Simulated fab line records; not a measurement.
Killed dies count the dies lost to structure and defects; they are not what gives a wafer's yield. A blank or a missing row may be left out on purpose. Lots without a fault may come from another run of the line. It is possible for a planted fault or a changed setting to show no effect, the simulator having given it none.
Which tool did it? :: flow berkeley-cmos170 :: 21 wafers from 7 lots sampled at 2 of the route's 331 steps

== WHAT EACH GAUGE READ, for each wafer ==
UCB170_NWELL_TW_MEAS_16.
lot: L268
measured: day 3 02:29
on: film-metro-04
NWELL_TW: 1240 1238 1243

lot: L271
measured: day 3 13:27
on: film-metro-02
NWELL_TW: 1251 1246 1253

lot: L273
measured: day 4 05:49
on: film-metro-04
NWELL_TW: 1237 1243 1228

lot: L279
measured: day 5 01:14
on: film-metro-02
NWELL_TW: 1257 1260 1253

lot: L280
measured: day 5 11:29
on: film-metro-04
NWELL_TW: 1243 1233 1238

lot: L285
measured: day 6 07:15
on: film-metro-04
NWELL_TW: 2082 2071 2071

lot: L289
measured: day 7 13:59
on: film-metro-04
NWELL_TW: 1231 1236 1235

== TOOL THAT RAN EACH LOT (tool first, then ch and the chambers of the sampled wafers, then the start) ==
lot: L268
UCB170_NWELL_IMPLANT_14: implanter-03 ch 0, day 3 02:14

lot: L271
UCB170_NWELL_IMPLANT_14: implanter-02 ch 0, day 3 13:12

lot: L273
UCB170_NWELL_IMPLANT_14: implanter-03 ch 0, day 4 05:35

lot: L279
UCB170_NWELL_IMPLANT_14: implanter-04 ch 0, day 5 01:01

lot: L280
UCB170_NWELL_IMPLANT_14: implanter-03 ch 0, day 5 11:16

lot: L285
UCB170_NWELL_IMPLANT_14: implanter-04 ch 0, day 6 07:01

lot: L289
UCB170_NWELL_IMPLANT_14: implanter-03 ch 0, day 7 13:44
- UCB170_NWELL_IMPLANT_14

== THE ANSWER, worked out from the rows above alone ==
Rule: what is usual is taken from the lots themselves. Put in order of their means at a reading, lots are off if they are a third of the lots or fewer, leave a main group of 4 or more, and stand apart from it by a gap of 3 or more times the standard deviation of the main group's means; of several such gaps the widest counts. A main group is skipped when, at the precision printed for the reading in the tables above, its means are all equal. Also off: a lot with no number at a reading for which 4 or more lots have one. Any other lot the step has rows for is counted as sound.
Off: at UCB170_NWELL_TW_MEAS_16 (NWELL_TW), L285. The main group has a mean of 1242 with a standard deviation of 8.1.
A tool fits if, at a process step before that reading, it ran every lot that is off, and no sound lot after the first of them. Gauges at UCB170_NWELL_TW_MEAS_16: tried the same way as those tools. One fits: implanter-04 at UCB170_NWELL_IMPLANT_14. A fault onset in the window from L279 (day 5 01:01, its last sound lot) to L285 (day 6 07:01, its first lot off) fits.

== WHAT THE SIMULATOR PUT IN ==
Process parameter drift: implanter-04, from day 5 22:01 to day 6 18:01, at UCB170_NWELL_IMPLANT_14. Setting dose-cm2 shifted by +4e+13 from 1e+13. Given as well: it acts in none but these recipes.
Lots struck among those shown: L285. The same result came from the rule above.
